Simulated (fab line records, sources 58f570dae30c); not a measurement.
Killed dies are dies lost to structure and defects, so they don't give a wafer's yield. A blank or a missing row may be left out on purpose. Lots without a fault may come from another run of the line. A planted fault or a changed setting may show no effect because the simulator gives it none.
Problem report in the 8D (eight disciplines) form, filled by code | flow berkeley_cmos170 | the parts of the form that need people (team, actions taken, sign-off) are left out

1. THE PROBLEM
GATE_OXIDE_THK at UCB170_GATE_THK_MEAS_02 reads a mean of 7.66 nm on 9 wafers of 3 lots; wafers without a fault read 6.61 nm with a standard deviation of 0.11. That is +9.6 standard deviations from the usual mean.
First seen on wafer L216.3, day 8 09:36, on film_metro-03. The record holds 39 wafers of 13 lots with a number at this step. Rule for "out", or "out of limits": more than 4 standard deviations from the usual mean. The other wafers with a number count as sound.

2. WHAT IT IS AND WHAT IT IS NOT
question                    | is                     | is not
which readings at this step | GATE_OXIDE_THK         | -
which lots                  | L216, L221, L223       | L205, L206, L207, L208, L209, L210, L211, L212, L226, L228
which wafers of those lots  | all that have a number | -
read on which gauges        | film_metro-03          | film_metro-02, film_metro-04
when                        | from day 8 09:36       | up to then (24 sound wafers); but 6 sound wafers of L226, L228 came after

3. SUSPECTS, AND WHAT RULES EACH OUT
Counting: a tool at a process step up to the reading stays a suspect if it ran every lot that is out and no sound lot after the first of them.
- the gauge at UCB170_GATE_THK_MEAS_02: kept. All the wafers that are out were read on film_metro-03, and no step on other tools shows them out.
Left after counting: film_metro-03 at UCB170_GATE_THK_MEAS_02.

4. THE CAUSE (what the simulator had put in)
Metrology matching offset: film_metro-03, from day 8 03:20 on, at UCB170_GATE_THK_MEAS_02. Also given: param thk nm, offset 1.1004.
Counting left only this tool.

5. THE CHAIN OF EFFECTS, in route order
Each row: a reading whose mean over the struck wafers that have a number lies more than 3 standard deviations from the usual. Only readings for which the record gives a usual standard deviation are gone through. hours: the time from each lot's start at the first step in this table that gives one to its start at this step, as a median over the lots. sigmas: the change in usual standard deviations.
hours | step                    | reading        | usual   | on struck wafers | change | sigmas
0     | UCB170_GATE_THK_MEAS_02 | GATE_OXIDE_THK | 6.61 nm | 7.66             | +1.05  | +9.6

6. WHAT WOULD HAVE CAUGHT IT SOONER
In this record the first reading out of limits at a measuring or inspecting step was taken at day 8 09:36, 6 hours after the fault began at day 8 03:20.
